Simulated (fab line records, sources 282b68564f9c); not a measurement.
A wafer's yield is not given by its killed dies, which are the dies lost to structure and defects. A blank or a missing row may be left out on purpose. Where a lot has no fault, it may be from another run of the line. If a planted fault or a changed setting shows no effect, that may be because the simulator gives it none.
Problem report, 8D (eight disciplines) form, completed by code || flow rit cmos || the parts of the form that need people (team, actions taken, sign-off) are left out

== 1. WHAT WENT WRONG ==
Mean NWELL_TW at RIT_NWELL_TW_MEAS_10: 2008 over 6 wafers in 2 lots; fault-free wafers: 2150, standard deviation 25. That is -5.7 standard deviations from the usual mean.
First observed at day 5 22:49: wafer L452.1, on film metro-01. Wafers with a number at this step in the record: 42, from 14 lots. Rule for "out", or "out of limits": more than 4 standard deviations from the usual mean. All remaining wafers that have a number are taken as sound.

== 2. WHAT IT IS, AND WHAT IT ISN'T ==
{"question": "which readings at this step", "is": "NWELL_TW", "is not": "-"}
{"question": "which lots", "is": "L452, L453", "is not": "L433, L434, L435, L436, L437, L438, L439, L440, L443, L444, L445, L447"}
{"question": "which wafers of those lots", "is": "all that have a number", "is not": "-"}
{"question": "read on which gauges", "is": "film metro-01, film metro-03", "is not": "film metro-02"}
{"question": "when", "is": "from day 5 22:49", "is not": "up to then (36 sound wafers)"}

== 3. WHAT RULES OUT EACH SUSPECT ==
Counting: a tool at a process step up to the reading stays a suspect if it ran every lot that is out and no sound lot after the first of them.
- the gauge at RIT_NWELL_TW_MEAS_10 has been ruled out. 2 gauges (film metro-01, film metro-03) read the wafers that are out.
- implanter-02 at RIT_NWELL_IMPLANT_08: kept. It processed each lot that is out, first L452 at day 5 22:30, and no sound lot thereafter; up to then, the last sound lot it processed was L447 at day 4 20:22. Its own beam energy keV readings are out on those wafers.
The count leaves implanter-02 at RIT_NWELL_IMPLANT_08.

== 4. THE CAUSE (what the simulator had put in) ==
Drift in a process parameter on implanter-02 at RIT_NWELL_IMPLANT_08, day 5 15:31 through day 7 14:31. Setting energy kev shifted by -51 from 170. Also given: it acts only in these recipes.
Only this tool survived the counting.

== 5. SEQUENCE OF EFFECTS, ordered by route ==
Rows list readings where the struck wafers' mean (over those with a number) sits beyond 3 standard deviations from the usual. Only readings whose record carries a usual standard deviation are examined. hours: median over the lots of the time between each lot's start at the first step of this table that gives one and its start at this step. sigmas: the change, counted in usual standard deviations.
{"hours": 0, "step": "RIT_NWELL_IMPLANT_08", "reading": "beam energy keV", "usual": 170.00, "on struck wafers": 118.99, "change": -51.01, "sigmas": "-99 or more"}
{"hours": 0, "step": "RIT_NWELL_TW_MEAS_10", "reading": "NWELL_TW", "usual": 2150, "on struck wafers": 2008, "change": -142, "sigmas": -5.7}
It contains these process steps:
- RIT_NWELL_IMPLANT_08
Later steps that measure or inspect, where all struck wafers having a row at the step show a number for every such reading and not one has moved that far: RIT_WELLDRIVE_RS_MEAS_01.

== 6. HOW IT WOULD HAVE BEEN CAUGHT EARLIER ==
Counted from the fault's start at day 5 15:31, it took 7 hours until the first out-of-limits reading at a measuring or inspecting step in this record, taken at day 5 22:49.
At RIT_NWELL_IMPLANT_08, the tool's own readings (beam energy keV) were out on each struck wafer the step has a row for, so an alarm limit on them would have fired on the first such wafer.
Among the 2 lots that are out, L453 began RIT_NWELL_IMPLANT_08 on implanter-02 after day 5 22:49. Holding the tool at that time would have saved it.
